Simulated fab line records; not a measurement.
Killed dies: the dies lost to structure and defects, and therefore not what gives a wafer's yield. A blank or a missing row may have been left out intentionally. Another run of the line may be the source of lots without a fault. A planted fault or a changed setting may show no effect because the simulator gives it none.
Which tool is to blame? / flow berkeley cmos170 / 21 wafers from 7 lots sampled at 4 of the route's 331 steps

## WHAT EACH GAUGE READ, for each wafer
UCB170_CONTACT_CD_MEAS_90: the cd target is 700 nm.
lot=L774; measured=day 6 17:17; on=cd sem-02; cd nm (nm)=703.9 702.5 702.7
lot=L781; measured=day 8 03:45; on=cd sem-02; cd nm (nm)=700.2 702.4 702.3
lot=L783; measured=day 8 22:36; on=cd sem-01; cd nm (nm)=698.5 698.3 698.8
lot=L788; measured=day 9 23:35; on=cd sem-02; cd nm (nm)=- - -
lot=L793; measured=day 10 13:29; on=cd sem-01; cd nm (nm)=699.9 699.5 700.7
lot=L796; measured=day 11 14:43; on=cd sem-02; cd nm (nm)=699.0 696.7 698.8
lot=L797; measured=day 11 15:58; on=cd sem-01; cd nm (nm)=699.8 701.2 699.2

## TOOL THAT RAN EACH LOT (tool first, then ch and the chambers of the sampled wafers, then the start)
lot=L774; UCB170_SDANNEAL_RTA_01=rtp anneal-01 ch 0, day 6 11:47; UCB170_CONTACT_ETCH_17=rie diel-01 ch 0,1,2, day 6 17:01; UCB170_CONTACT_ETCH_18=rie diel-01 ch 0,1,2, day 6 17:17 or earlier
lot=L781; UCB170_SDANNEAL_RTA_01=rtp anneal-01 ch 0, day 7 22:37; UCB170_CONTACT_ETCH_17=rie diel-04 ch 0,1,2, day 8 03:29; UCB170_CONTACT_ETCH_18=rie diel-04 ch 0,1,2, day 8 03:45 or earlier
lot=L783; UCB170_SDANNEAL_RTA_01=rtp anneal-01 ch 0, day 8 14:46; UCB170_CONTACT_ETCH_17=rie diel-02 ch 0,2,3, day 8 22:17; UCB170_CONTACT_ETCH_18=rie diel-02 ch 0,2,3, day 8 22:36 or earlier
lot=L788; UCB170_SDANNEAL_RTA_01=rtp anneal-01 ch 0, day 9 17:45; UCB170_CONTACT_ETCH_17=rie diel-04 ch 0,1,2, day 9 23:07; UCB170_CONTACT_ETCH_18=rie diel-04 ch 0,1,2, day 9 23:35 or earlier
lot=L793; UCB170_SDANNEAL_RTA_01=rtp anneal-01 ch 0, day 10 07:38; UCB170_CONTACT_ETCH_17=rie diel-02 ch 1,2, day 10 13:11; UCB170_CONTACT_ETCH_18=rie diel-02 ch 1,2, day 10 13:29 or earlier
lot=L796; UCB170_SDANNEAL_RTA_01=rtp anneal-01 ch 0, day 11 09:28; UCB170_CONTACT_ETCH_17=rie diel-02 ch 1,2,3, day 11 14:23; UCB170_CONTACT_ETCH_18=rie diel-02 ch 1,2,3, day 11 14:43 or earlier
lot=L797; UCB170_SDANNEAL_RTA_01=rtp anneal-02 ch 0, day 11 09:26; UCB170_CONTACT_ETCH_17=rie diel-01 ch 2,3, day 11 15:43; UCB170_CONTACT_ETCH_18=rie diel-01 ch 2,3, day 11 15:58 or earlier
- UCB170_SDANNEAL_RTA_01: time 5 s.
- UCB170_CONTACT_ETCH_17: etches BARC in N2/H2.
- UCB170_CONTACT_ETCH_18: etches PSG in CHF3/CF4/Ar, stops on TiSi2, target depth 840 nm, time 195 s.

## THE ANSWER, worked out from the rows above alone
Rule: what is usual is taken from the lots themselves. Put in order of their means at a reading, lots are off if they are a third of the lots or fewer, leave a main group of 4 or more, and stand apart from it by a gap of 3 or more times the standard deviation of the main group's means; of several such gaps the widest counts. If all means in a main group match to the digits the tables above print for the reading, that group is not used. A lot without any number at a reading at which 4 lots or more have one is off too. Where the step has rows for the other lots, those lots are counted as sound.
Off: L788 (UCB170_CONTACT_CD_MEAS_90, cd nm). Without a number there: L788. Main group: mean 700.2 nm, sd 1.7.
If a tool, at a process step before that reading, ran all the lots that are off and no sound lot after the first of them, it fits. The gauges at UCB170_CONTACT_CD_MEAS_90 are tried like those tools. UCB170_CONTACT_ETCH_18 gives no start for some lots, so the hours and the order of its lots are those of UCB170_CONTACT_CD_MEAS_90. One candidate fits, namely rie diel-04 at UCB170_CONTACT_ETCH_17 and UCB170_CONTACT_ETCH_18. At UCB170_CONTACT_ETCH_17 its last sound lot is L781 (day 8 03:29), its first lot that is off L788 (day 9 23:07): a fault that began between those two fits.

## WHAT THE SIMULATOR HAD PUT IN
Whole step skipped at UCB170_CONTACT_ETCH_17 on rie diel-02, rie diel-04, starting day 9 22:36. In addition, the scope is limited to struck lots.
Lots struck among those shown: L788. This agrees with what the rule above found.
